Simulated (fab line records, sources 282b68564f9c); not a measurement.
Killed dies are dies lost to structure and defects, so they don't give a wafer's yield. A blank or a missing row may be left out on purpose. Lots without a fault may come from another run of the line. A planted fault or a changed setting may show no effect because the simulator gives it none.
fab line records | flow rit_cmos
record lots=6 wafers=18 last_day=7
route steps=202 shown M1@184
lots that met no fault: from a run of the same line without faults
start_h: hours from the record's first day to the start of the lot's first wafer shown | wait_h: hours since the lot's step before | " the same as in the row above | L1.1+2: a row that stands for several wafers | - no value, or no start given | * or withheld: withheld | < > ~ a bound
route shown NAME@n: a module of which the file shows steps, and the number in the route of the first | usual: mean/standard deviation of fault-free wafers | same: alike in all rows | chamber/n: place in a boat | sites: the reading at each site | _std_site: their standard deviation | _edge_site: outer sites' mean less inner sites' | radius_mm: how far each site lies from the wafer's centre | mask NAME#n: copy n | behind: the tool/chamber that last shaped the wafer | hold: why the lot was held/for how many hours/how that ended | device: the transistor (n, p or np) that didn't switch | end of line: the same wafers' tests at the end of the route | a step without rows: its recipe alone | killed: dies lost to structure and defects at the first sort, not the wafer's yield | map: a wafer's dies, x killed, . not, _ none there
set.NAME: the setting as run; set.NAME@STEP: as run at that earlier step | model.NAME: the simulator's own value behind a step, which no gauge read
lots at some steps of the route; a table a step, a row a wafer
services: from which hour (start_h, from the record's first day; less than 0 if before it) a tool's chamber was out of use, for how many hours, and why
## steps
# step RIT_M1_SPUTTER_00
# recipe material=Al target_thk_nm=400 power_w=2000 chamber_pressure_pa=0.4 gas=Ar time_s=500 substrate_temp_c=25
# usual throttle_valve_pct=29.9/0.86
# columns lot.wafer tool chamber start_h wait_h throttle_valve_pct
L886.1 pvd_sputter-03 - 86.39 0.0 28.1
L886.2 " - " " 30.8
L886.3 " - " " 31.0
L888.2 pvd_sputter-04 - 88.14 0.0 30.3
L888.3 " - " " 30.3
L888.5 " - " " 28.7
L893.4 pvd_sputter-03 - 113.38 0.0 30.2
L893.5 " - " " 31.0
L893.6 " - " " 30.2
L896.1 pvd_sputter-02 - 127.72 0.0 30.1
L896.2 " - " " 30.3
L896.3 " - " " 30.6
L901.1 pvd_sputter-03 - 152.95 0.0 27.9
L901.4 " - " " 31.2
L901.5 " - " " 31.3
L902.4 pvd_sputter-02 - 158.24 0.0 30.8
L902.5 " - " " 29.4
L902.6 " - " " 30.3
# step RIT_M1_RS_MEAS_01
# recipe thk_meas_gauge=four-point-probe reads=Al_of_M1_SPUTTER_00
# usual M1_AL_RS=0.0735/0.00095
# columns lot.wafer tool chamber start_h wait_h M1_AL_RS[ohm/sq]
L886.1 film_metro-04 - 86.68 0.1 0.0738
L886.2 " - " " 0.0740
L886.3 " - " " 0.0738
L888.2 film_metro-02 - 88.45 0.2 0.0724
L888.3 " - " " 0.0734
L888.5 " - " " 0.0738
L893.4 film_metro-03 - 113.74 0.2 0.0744
L893.5 " - " " 0.0742
L893.6 " - " " 0.0740
L896.1 film_metro-04 - 128.01 0.1 0.0741
L896.2 " - " " 0.0740
L896.3 " - " " 0.0757
L901.1 film_metro-03 - 153.24 0.1 0.0737
L901.4 " - " " 0.0744
L901.5 " - " " 0.0743
L902.4 film_metro-03 - 158.59 0.2 0.0737
L902.5 " - " " 0.0730
L902.6 " - " " 0.0728
# step RIT_M1_THK_MEAS_02
# recipe thk_meas_gauge=xrf reads=Al_of_M1_SPUTTER_00
# usual M1_AL_THK=396/5.4
# columns lot.wafer tool chamber start_h wait_h M1_AL_THK[nm]
L886.1 film_metro-04 - 86.80 0.1 397
L886.2 " - " " 395
L886.3 " - " " 394
L888.2 film_metro-02 - 88.56 0.1 401
L888.3 " - " " 394
L888.5 " - " " 395
L893.4 film_metro-03 - 113.83 0.1 390
L893.5 " - " " 389
L893.6 " - " " 391
L896.1 film_metro-04 - 128.13 0.1 395
L896.2 " - " " 395
L896.3 " - " " 388
L901.1 film_metro-03 - 153.36 0.1 392
L901.4 " - " " 391
L901.5 " - " " 390
L902.4 film_metro-03 - 158.68 0.1 391
L902.5 " - " " 396
L902.6 " - " " 400
# step RIT_M1_HMDS_03
# recipe prime_time_s=60 prime_temp_c=140
# step RIT_M1_COAT_04
# recipe resist=NOVOLAK spin_rpm=2000 resist_thk_nm=1300
# step RIT_M1_SOFTBAKE_05
# recipe resist=NOVOLAK temp_c=90 time_s=60
# step RIT_M1_EXPOSE_06
# recipe mask_id=M12 na=0.6 source_shape=conventional sigma_outer=0.5 target_cd_nm=2600 dose_mj=250
# step RIT_M1_PEB_07
# recipe resist=NOVOLAK temp_c=withheld time_s=withheld
# step RIT_M1_DEVELOP_08
# recipe resist=NOVOLAK develop_time_s=68 dev_temp_c=23.77
# step RIT_M1_CD_MEAS_09
# recipe target_cd_nm=2600
# usual cd_nm=2600.0/2.3
# columns lot.wafer tool chamber start_h wait_h cd_nm
L886.1 cd_sem-01 - 87.74 - 2603.0
L886.2 " - " " 2603.0
L886.3 " - " " 2603.0
L888.2 cd_sem-01 - 89.63 - 2603.3
L888.3 " - " " 2602.2
L888.5 " - " " 2601.9
L893.4 cd_sem-01 - 114.92 - 2601.9
L893.5 " - " " 2599.2
L893.6 " - " " 2601.9
L896.1 cd_sem-01 - 129.20 - 2598.6
L896.2 " - " " 2600.2
L896.3 " - " " 2600.7
L901.1 cd_sem-02 - 154.30 - 2596.6
L901.4 " - " " 2597.6
L901.5 " - " " 2596.3
L902.4 cd_sem-01 - 159.65 - 2604.0
L902.5 " - " " 2601.6
L902.6 " - " " 2604.8
# step RIT_M1_OVL_MEAS_10
# usual M1_OVL=-0.4/1.5
# columns lot.wafer tool chamber start_h wait_h M1_OVL[nm]
L886.1 overlay-02 - 87.86 0.1 -0.8
L886.2 " - " " -1.7
L886.3 " - " " -0.7
L888.2 overlay-01 - 89.74 0.1 2.3
L888.3 " - " " 0.2
L888.5 " - " " 1.0
L893.4 overlay-02 - 115.00 0.1 -0.5
L893.5 " - " " -1.3
L893.6 " - " " -0.4
L896.1 overlay-02 - 129.32 0.1 -1.3
L896.2 " - " " -1.8
L896.3 " - " " -1.8
L901.1 overlay-02 - 154.42 0.1 -0.8
L901.4 " - " " -0.4
L901.5 " - " " 0.5
L902.4 overlay-02 - 159.73 0.1 0.1
L902.5 " - " " -0.3
L902.6 " - " " -0.8
# step RIT_M1_HARDBAKE_11
# recipe resist=NOVOLAK temp_c=140 time_s=120
# step RIT_M1_METAL_ETCH_12
# recipe stop_on=SiO2 chemistry=Cl2/BCl3 target=Al time_s=165 over_etch_frac=0.5 pressure_mtorr=100 target_depth_a=6000 rf_w=250 Cl2_flow_sccm=60 bcl3_flow_sccm=50
# usual drypump_motor_current_A=5.70/0.27 oes_product_au=0.773/0.014 throttle_valve_pct=8.36/0.1
# columns lot.wafer tool chamber start_h wait_h drypump_motor_current_A oes_product_au rf_hours_counter_h throttle_valve_pct model.NOVOLAK_of_M1_COAT_04.thk_nm
L886.1 rie_metal-02 0 88.15 0.2 6.12 0.755 3 8.32 801.9
L886.2 " 1 " " 5.75 0.784 3 8.48 809.5
L886.3 " 1 " " 5.70 0.774 - 8.50 808.9
L888.2 rie_metal-03 0 90.02 0.2 5.64 0.775 4 8.34 812.9
L888.3 " 0 " " 5.65 0.778 - 8.33 808.6
L888.5 " 1 " " 5.35 0.773 - 8.23 804.7
L893.4 rie_metal-02 1 115.32 0.1 5.74 0.779 - 8.48 817.6
L893.5 " 0 " " 6.10 0.754 - 8.32 769.8
L893.6 " 1 " " 5.73 0.786 - 8.48 818.5
L896.1 rie_metal-02 0 129.61 0.2 6.10 0.752 3 8.31 771.2
L896.2 " 1 " " 5.73 0.772 3 8.50 818.5
L896.3 " 0 " " 6.10 0.744 - 8.32 778
L901.1 rie_metal-03 1 154.71 0.2 5.33 0.764 6 8.24 808.9
L901.4 " 0 " " 5.64 0.770 - 8.34 808.5
L901.5 " 0 " " 5.62 0.757 - 8.33 810.1
L902.4 rie_metal-04 1 160.13 0.1 5.60 0.781 - 8.49 794.1
L902.5 " 1 " " 5.60 0.785 - 8.50 795.2
L902.6 " 0 " " 5.88 0.775 - 8.38 803.7
# step RIT_M1_STRIP_13
# recipe chemistry=nmp resist=NOVOLAK temp_c=80 time_s=600 dry=n2_spin
# step RIT_M1_PROBE_99
# usual defect_limited_yield=97.1/1.2 killed_at_front_end=8/3.1 killed_dies=8/3.2 killed_open=3.9/2.2 killed_short=3.8/2.1 sort_bin_3_pad_short=0.1/0.23 sort_bin_5_function=1.7/0.86 sort_bin_6_memory=1.1/0.7 sort_n_pass=256/3.2 sort_yield_pct=97.1/1.2
# same gross_dies=264 killed_at_M0_to_M3=0 killed_at_M4_up=0 killed_at_back_side=0 killed_at_contacts=0 killed_at_other=0
# columns lot.wafer tool chamber start_h wait_h defect_limited_yield[%] killed_at_front_end killed_dies killed_open killed_short sort_bin_3_pad_short[%] sort_bin_5_function[%] sort_bin_6_memory[%] sort_n_pass sort_yield_pct[%]
L893.4 prober-01 - 117.67 0.2 96.6 9 9 4 5 0 1.1 2.3 255 96.6
L893.5 prober-01 - 117.72 0.2 97.7 6 6 1 5 0.8 0.4 1.1 258 97.7
L893.6 prober-01 - 117.77 0.2 97.7 6 6 3 3 0 2.3 0 258 97.7
L896.1 prober-02 - 132.02 0.1 95.1 13 13 6 7 0 2.7 2.3 251 95.1
L896.2 prober-02 - 132.07 0.1 96.6 9 9 3 6 0 1.1 2.3 255 96.6
L896.3 prober-02 - 132.12 0.2 94.7 14 14 9 5 0 3.0 2.3 250 94.7
L901.1 prober-01 - 156.98 0.1 98.9 3 3 1 2 0 0.4 0.8 261 98.9
L901.4 prober-01 - 157.13 0.2 96.6 9 9 5 4 0 1.9 1.5 255 96.6
L901.5 prober-01 - 157.18 0.2 95.5 12 12 2 10 0.4 3.4 0.8 252 95.5
# killed by level:class
L893.4 GATE:geometric_particle:short=2 REOX:geometric_particle:short=2 SILICIDE:geometric_particle:open=2 FOX1:geometric_particle:open=1 FOX1:geometric_particle:short=1 GATE:geometric_particle:open=1
L893.5 GATE:geometric_particle:short=3 FOX1:geometric_particle:short=1 FOX2:geometric_particle:short=1 GATE:geometric_particle:open=1
L893.6 FOX1:geometric_particle:open=2 FOX1:geometric_particle:short=1 GATE:geometric_particle:short=1 SPACER:geometric_particle:open=1 SPACER:geometric_particle:short=1
L896.1 GATE:geometric_particle:short=4 FOX2:geometric_particle:short=3 FOX2:geometric_particle:open=3 SILICIDE:geometric_particle:open=2 GATE:geometric_particle:open=1
L896.2 GATE:geometric_particle:short=4 FOX1:geometric_particle:open=1 FOX2:geometric_particle:short=1 GATE:geometric_particle:open=1 REOX:geometric_particle:open=1 SILICIDE:geometric_particle:short=1
L896.3 FOX2:geometric_particle:open=3 GATE:geometric_particle:open=2 GATE:geometric_particle:short=2 REOX:geometric_particle:open=2 FOX1:geometric_particle:open=1 SPACER:geometric_particle:short=1 REOX:geometric_particle:short=1 SPACER:geometric_particle:open=1
L901.1 FOX1:geometric_particle:open=1 FOX1:geometric_particle:short=1 SPACER:geometric_particle:short=1
L901.4 GATE:geometric_particle:open=3 SPACER:geometric_particle:short=2 FOX1:geometric_particle:open=1 FOX1:geometric_particle:short=1 GATE:geometric_particle:short=1 SPACER:geometric_particle:open=1
L901.5 GATE:geometric_particle:short=6 FOX1:geometric_particle:short=2 FOX2:geometric_particle:short=1 FOX2:geometric_particle:open=1 GATE:geometric_particle:open=1 SPACER:geometric_particle:short=1
## services
# columns tool chamber start_h hours kind
rie_metal-02 - 119.93 2.8 pm
rie_metal-03 0 129.02 22.0 repair
rie_metal-03 - 131.20 0.5 repair
rie_metal-04 - 136.12 20.0 pm
rie_metal-04 0 136.12 20.0 vent_cycle
rie_metal-04 1 136.12 20.0 vent_cycle
rie_metal-04 0 156.12 - clean
rie_metal-04 1 156.12 - clean
pvd_sputter-04 - 159.96 7.0 repair
## key
first_sign none at tools or gauges
model_effect step=RIT_M1_METAL_ETCH_12 value=NOVOLAK_of_M1_COAT_04.thk_nm without=800.9 struck=773
met_at RIT_M1_METAL_ETCH_12
struck_wafers L893.5,L896.1,L896.3
onset_between 88.15 115.32
fault kind=process_parameter_drift tool=rie_metal-02 chamber=0 onset_h=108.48 steps=RIT_M1_METAL_ETCH_12 channel=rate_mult offset=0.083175 shape=step end_h=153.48
